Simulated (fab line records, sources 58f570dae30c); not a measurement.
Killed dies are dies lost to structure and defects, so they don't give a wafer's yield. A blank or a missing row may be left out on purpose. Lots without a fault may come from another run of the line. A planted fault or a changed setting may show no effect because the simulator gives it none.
Split-lot experiment | flow berkeley_cmos170 | 5 lots, 23 wafers read, on a route of 331 steps

THE SPLIT
At UCB170_PWELL_OXIDATION_02 (target thk 26.4 nm, ox time 1260 s), the setting temp_c was moved away from the recipe's 1000 C on 20 of the 23 wafers read, by +1.5% to +2.8%. The other wafers ran this setting at the recipe's value.

The file shows no step between the split and the reading.

THE READING
PWELL_OXIDE_THK, in nm, at UCB170_PWELL_THK_MEAS_03. Fault-free wafers of this fab line usually give 26.0 nm, standard deviation 0.47 nm.

wafer  | tool, chamber at the split | temp_c as run, C | against the recipe | PWELL_OXIDE_THK, nm | against lot-mates on the recipe
L079.1 | -, -                       | 1019             | +1.9%              | 30.1                | no lot-mate on the recipe
L079.2 | -, -                       | 1019             | +1.9%              | 29.5                | no lot-mate on the recipe
L079.4 | -, -                       | 1019             | +1.9%              | 30.0                | no lot-mate on the recipe
L079.5 | -, -                       | 1019             | +1.9%              | 30.4                | no lot-mate on the recipe
L079.6 | -, -                       | 1019             | +1.9%              | 29.5                | no lot-mate on the recipe
L080.1 | furnace-04, 0              | 1000             | recipe             | 26.1                | -
L080.2 | furnace-04, 0              | 1000             | recipe             | 25.9                | -
L080.5 | furnace-04, 0              | 1000             | recipe             | 26.0                | -
L081.1 | -, -                       | 1015             | +1.5%              | 29.4                | no lot-mate on the recipe
L081.2 | -, -                       | 1015             | +1.5%              | 29.1                | no lot-mate on the recipe
L081.4 | -, -                       | 1015             | +1.5%              | 29.3                | no lot-mate on the recipe
L081.5 | -, -                       | 1015             | +1.5%              | 29.2                | no lot-mate on the recipe
L081.6 | -, -                       | 1015             | +1.5%              | 29.1                | no lot-mate on the recipe
L082.1 | -, -                       | 1028             | +2.8%              | 33.8                | no lot-mate on the recipe
L082.2 | -, -                       | 1028             | +2.8%              | 33.3                | no lot-mate on the recipe
L082.3 | -, -                       | 1028             | +2.8%              | 33.8                | no lot-mate on the recipe
L082.4 | -, -                       | 1028             | +2.8%              | 33.6                | no lot-mate on the recipe
L082.5 | -, -                       | 1028             | +2.8%              | 34.1                | no lot-mate on the recipe
L084.1 | -, -                       | 1017             | +1.7%              | 30.4                | no lot-mate on the recipe
L084.2 | -, -                       | 1017             | +1.7%              | 30.8                | no lot-mate on the recipe
L084.3 | -, -                       | 1017             | +1.7%              | 31.0                | no lot-mate on the recipe
L084.5 | -, -                       | 1017             | +1.7%              | 30.6                | no lot-mate on the recipe
L084.6 | -, -                       | 1017             | +1.7%              | 30.9                | no lot-mate on the recipe

THE FIT
A straight line over all 23 wafers: PWELL_OXIDE_THK changes by +2.74 nm for each +1% of temp_c; r = +0.96; the points scatter about the line by 0.66 nm.
Too few moved wafers have a lot-mate on the recipe to fit a line with each lot's own level taken away.

THE WHOLE CHAIN: every reading that the file lists as answering this split, in the file's order
step                      | what it does                       | reading                                                                            | change (the file's fit)              | r (the file's)
UCB170_PWELL_OXIDATION_02 | target thk 26.4 nm, ox time 1260 s | SiO2_of_PWELL_OXIDATION_02.thk_nm (the simulator's own value, which no gauge read) | +2.73 nm for each +1% of the setting | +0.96
UCB170_PWELL_THK_MEAS_03  |                                    | PWELL_OXIDE_THK                                                                    | +2.74 for each +1% of the setting    | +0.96

THE FILE'S OWN FIT
PWELL_OXIDE_THK changes by +2.74 nm for each +1% of temp_c, r = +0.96.
